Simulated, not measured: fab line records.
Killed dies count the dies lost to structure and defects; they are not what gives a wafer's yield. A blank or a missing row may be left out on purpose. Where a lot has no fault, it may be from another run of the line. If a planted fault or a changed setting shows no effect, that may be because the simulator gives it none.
A struck lot beside a sound one ; flow berkeley_cmos170 ; 16 out of 331 route steps
Sound: wafers L178.3, L178.4, L178.6. Wafers L185.1, L185.5, L185.6 were the ones struck. At the end, the cause is stated.
At each step with rows: each side's tool, then ch and its chambers, then its first start. Under that, the readings that differ: sound wafers ; struck wafers ; difference of the means ; sigmas: that difference in standard deviations of wafers without a fault.
alike: readings whose means differ by less than 2 such deviations, and words and numbers that are the same on both sides. not compared: withheld readings, readings that some wafer has no value for, bounds like >300 that may hide the same value, and numbers for which the record gives no deviation and whose values overlap.
The two part at a step that has a row with sigmas, a row that says differs or no value, or rows on one side only. Numbers that don't overlap but have no deviation are shown without sigmas and don't part them. Lack of a reading on every wafer of one side parts them only where that side has two or more wafers.

first, 2 steps without rows for these wafers: UCB170_GATE_ANNEAL_03 (time 1800 s); UCB170_GATE_CVD_04 (deposits poly-Si from SiH4, time 1440 s, target thk 214 nm).
UCB170_GATE_THK_MEAS_05:
  sound: film_metro-01 at day 6 23:28; struck: film_metro-02 at day 8 17:44
  alike: GATE_POLY_THK
then, 6 steps without rows for these wafers: UCB170_GATE_COAT_06; UCB170_GATE_COAT_07 (resist thk 900 nm); UCB170_GATE_SOFTBAKE_08 (time 60 s); UCB170_GATE_EXPOSE_09 (exposes mask POLY, target cd 350 nm); UCB170_GATE_PEB_10; UCB170_GATE_DEVELOP_11 (develop time 45 s).
UCB170_GATE_CD_MEAS_12: the cd target is 350 nm.
  sound: cd_sem-01 at day 7 00:55; struck: cd_sem-01 at day 8 18:55
  alike: cd_nm
UCB170_GATE_OVL_MEAS_13:
  sound: overlay-01 at day 7 01:01; struck: overlay-01 at day 8 19:02
  alike: GATE_OVL
UCB170_GATE_ETCH_14: etches BARC in N2/H2.
  sound on rie_diel-02 ch 0,1,2, day 7 01:02; struck on rie_diel-03 ch 1,2, day 8 19:04
  alike: bias_w, chamber_pressure_mTorr, drypump_motor_current_A, oes_product_au, throttle_valve_pct
UCB170_GATE_ETCH_15: etches poly-Si in HBr/Cl2, stops on SiO2, time 56.3 s, target depth 278.2 nm.
  sound on rie_si-01 ch 0,2, day 7 01:04; struck on rie_si-02 ch 2,3, day 8 19:07
  no value came back on the struck wafers for any of 5 readings (HBr_flow_sccm (sccm), bias_w (W) and others); on the sound wafers HBr_flow_sccm (sccm) reads 149.6 149.8 149.7
reading;sound;struck;difference;sigmas
model.KrF_of_GATE_COAT_07.thk_nm (nm);784.2 780.7 777.9;887.7 887 889.2;+107.0;
  not compared: rf_hours_counter_h
UCB170_GATE_STRIP_16: strips in O2.
  sound on plasma_asher-03 ch 0,1, day 7 01:10; struck on plasma_asher-03 ch 0,1, day 8 19:10
  alike: drypump_motor_current_A, oes_product_au
  not compared: rf_hours_counter_h
UCB170_GATE_CD_MEAS_90: the cd target is 350 nm.
  sound: cd_sem-01 at day 7 01:16; struck: cd_sem-02 at day 8 19:16
reading;sound;struck;difference;sigmas
cd_nm (nm);350.5 352.1 351.1;- - -;no value on the struck wafers;
then, 1 step without rows for these wafers: UCB170_GATE_CLEAN_17 (cleans in SPM, time 600 s).

## WHERE THEY PART
Earliest at UCB170_GATE_ETCH_15; latest, in this record, at UCB170_GATE_CD_MEAS_90.

WHY: whatever the simulator had introduced
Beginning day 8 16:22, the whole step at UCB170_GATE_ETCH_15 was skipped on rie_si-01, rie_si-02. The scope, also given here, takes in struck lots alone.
